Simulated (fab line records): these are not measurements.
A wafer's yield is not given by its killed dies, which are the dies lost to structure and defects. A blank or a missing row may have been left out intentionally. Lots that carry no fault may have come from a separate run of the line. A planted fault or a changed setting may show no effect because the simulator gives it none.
Lot-split experiment ; flow rit-cmos ; 5 lots, 23 wafers read, on a route of 202 steps

THE SPLIT ITSELF
At RIT_FOX2_OXIDATION_00 (target thk 350.7 nm, ox time 1130 s), the setting temp-c was moved away from the recipe's 1100 C on 20 of the 23 wafers read, by -1.0% to +2.2%. All remaining wafers had this setting at the recipe value.

FROM THE SPLIT TO THE READING: what the file shows between them, 3 steps
- RIT_FOX2_THK_MEAS_01
- RIT_FOX2_CLEAN_02: cleans in dHF, time 180 s
- RIT_FOX2_WET_ETCH_03: etches Si3N4 in H3PO4, target depth 195 nm, time 2700 s

THE READING
FIELD_OXIDE_LEFT_1_THK at RIT_FOX2_THK_MEAS_90, in nm. On this fab line, fault-free wafers typically give 323 nm with a standard deviation of 7.3 nm.

wafer;tool, chamber at the split;temp-c as run, C;against the recipe;FIELD_OXIDE_LEFT_1_THK, nm;against lot-mates on the recipe
L074.1;-, -;1089;-1.0%;323;no lot-mate on the recipe
L074.2;-, -;1089;-1.0%;317;no lot-mate on the recipe
L074.3;-, -;1089;-1.0%;321;no lot-mate on the recipe
L074.4;-, -;1089;-1.0%;317;no lot-mate on the recipe
L074.6;-, -;1089;-1.0%;316;no lot-mate on the recipe
L079.1;-, -;1120;+1.8%;348;no lot-mate on the recipe
L079.2;-, -;1120;+1.8%;351;no lot-mate on the recipe
L079.4;-, -;1120;+1.8%;353;no lot-mate on the recipe
L079.5;-, -;1120;+1.8%;354;no lot-mate on the recipe
L079.6;-, -;1120;+1.8%;351;no lot-mate on the recipe
L080.2;-, -;1124;+2.2%;369;no lot-mate on the recipe
L080.3;-, -;1124;+2.2%;364;no lot-mate on the recipe
L080.4;-, -;1124;+2.2%;372;no lot-mate on the recipe
L080.5;-, -;1124;+2.2%;364;no lot-mate on the recipe
L080.6;-, -;1124;+2.2%;371;no lot-mate on the recipe
L082.1;-, -;1091;-0.8%;312;no lot-mate on the recipe
L082.2;-, -;1091;-0.8%;310;no lot-mate on the recipe
L082.4;-, -;1091;-0.8%;311;no lot-mate on the recipe
L082.5;-, -;1091;-0.8%;315;no lot-mate on the recipe
L082.6;-, -;1091;-0.8%;314;no lot-mate on the recipe
L085.1;furnace-03, 0;1100;recipe;329;-
L085.3;furnace-03, 0;1100;recipe;323;-
L085.4;furnace-03, 0;1100;recipe;321;-

FIT RESULTS
A straight line over all 23 wafers: FIELD_OXIDE_LEFT_1_THK changes by +15.5 nm for each +1% of temp-c; r = +0.97; the points scatter about the line by 6 nm.
Too few moved wafers have a lot-mate on the recipe to fit a line with each lot's own level taken away.

THE WHOLE CHAIN: every reading that the file lists as answering this split, in the file's order
step;what it does;reading;change (the file's fit);r (the file's)
RIT_FOX2_OXIDATION_00;target thk 350.7 nm, ox time 1130 s;SiO2_of_FOX2_OXIDATION_00.thk-nm (the simulator's own value, which no gauge read);+15.6 nm for each +1% of the setting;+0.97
RIT_FOX2_THK_MEAS_01;;FOX2_OXIDE_THK;+15.6 for each +1% of the setting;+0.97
RIT_FOX2_THK_MEAS_90;;FIELD_OXIDE_LEFT_1_THK;+15.5 for each +1% of the setting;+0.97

FILE'S OWN FIT
FIELD_OXIDE_LEFT_1_THK changes by +15.5 nm for each +1% of temp-c, r = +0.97.
